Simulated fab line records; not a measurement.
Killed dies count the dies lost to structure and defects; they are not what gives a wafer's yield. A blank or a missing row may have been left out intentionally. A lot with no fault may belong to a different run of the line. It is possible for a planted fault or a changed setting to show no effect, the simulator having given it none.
Comparing a struck lot with a sound one	flow rit cmos	15 out of 202 route steps
Sound: wafers L119.2, L119.4, L119.5. Struck: wafers L131.1, L131.3, L131.6. The cause is given at the end.
Order at every step that has rows: each side's tool, ch and its chambers, its first start. Under that, the readings that differ: sound wafers	struck wafers	difference of the means	sigmas: that difference in standard deviations of wafers without a fault.
alike: readings with means less than 2 such deviations apart, plus words and numbers identical on both sides. not compared: withheld readings, readings lacking a value on some wafer, bounds such as >300 that could conceal the same value, and numbers that have no deviation in the record and whose values overlap.
Wherever a step has rows on one side only, a row that says differs or no value, or a row with sigmas, the two part there. Numbers that have no deviation but don't overlap get no sigmas and don't part them. Lack of a reading on every wafer of one side parts them only where that side has two or more wafers.

first, 4 steps without rows for these wafers: RIT_GATE_SOFTBAKE_12 (time 60 s); RIT_GATE_EXPOSE_13 (exposes mask M6, target cd 150 nm); RIT_GATE_PEB_14; RIT_GATE_DEVELOP_15 (develop time 50 s).
RIT_GATE_CD_MEAS_16: the cd target is 150 nm.
  sound on cd sem-02 at day 2 17:59; struck on cd sem-01 at day 5 10:38
  alike: cd nm
RIT_GATE_OVL_MEAS_17:
  sound on overlay-02 at day 2 18:05; struck on overlay-02 at day 5 10:45
  alike: GATE_OVL
then, 1 step without rows for these wafers: RIT_GATE_HARDBAKE_18 (time 60 s).
RIT_GATE_ETCH_19: etches poly-Si in SF6/CHF3/O2, stops on SiO2, time 165 s, target depth 312.5 nm.
  sound on rie si-02 ch 0,2,3, day 2 18:16; struck on rie si-02 ch 1,2,3, day 5 10:56
  alike: drypump motor current A, he backside leak sccm, oes product au, throttle valve pct
  not compared: rf hours counter h
RIT_GATE_STRIP_20: strips in O2, time 180 s.
  sound on plasma asher-02 ch 0,1, day 2 18:23; struck on plasma asher-01 ch 0,1, day 5 11:02
  alike: drypump motor current A
  not compared: rf hours counter h
RIT_GATE_CD_MEAS_90: the cd target is 150 nm.
  sound on cd sem-01 at day 2 18:34; struck on cd sem-02 at day 5 11:13
  alike: cd nm
then, 2 steps without rows for these wafers: RIT_REOX_CLEAN_00 (cleans in SC1, time 600 s); RIT_REOX_CLEAN_01 (cleans in dHF, time 30 s).
RIT_REOX_CLEAN_02: cleans in SC2, time 600 s.
  sound on wet bench-01 ch 2, day 2 18:52; struck on wet bench-04 ch 0, day 5 11:44
reading	sound	struck	difference	sigmas
run length s (s)	627 627 627	459 459 459	-168	-45
then, 1 step without rows for these wafers: RIT_REOX_OXIDATION_03 (target thk 25.2 nm, ox time 5580 s).
RIT_M1_PROBE_99:
  sound on prober-02 at day 3 16:22; struck on prober-02 at day 6 07:38
reading	sound	struck	difference	sigmas
killed_at_M0_to_M3	0 0 0	1 0 0	+0	+2
  alike: killed at contacts, killed at front end, killed dies, killed open, killed short

## WHERE THEY PART
At RIT_REOX_CLEAN_02 first; at RIT_M1_PROBE_99 last (within this record only).

WHY: whatever the simulator had introduced
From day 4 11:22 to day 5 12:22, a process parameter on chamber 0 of wet bench-04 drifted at RIT_REOX_CLEAN_02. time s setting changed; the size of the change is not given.
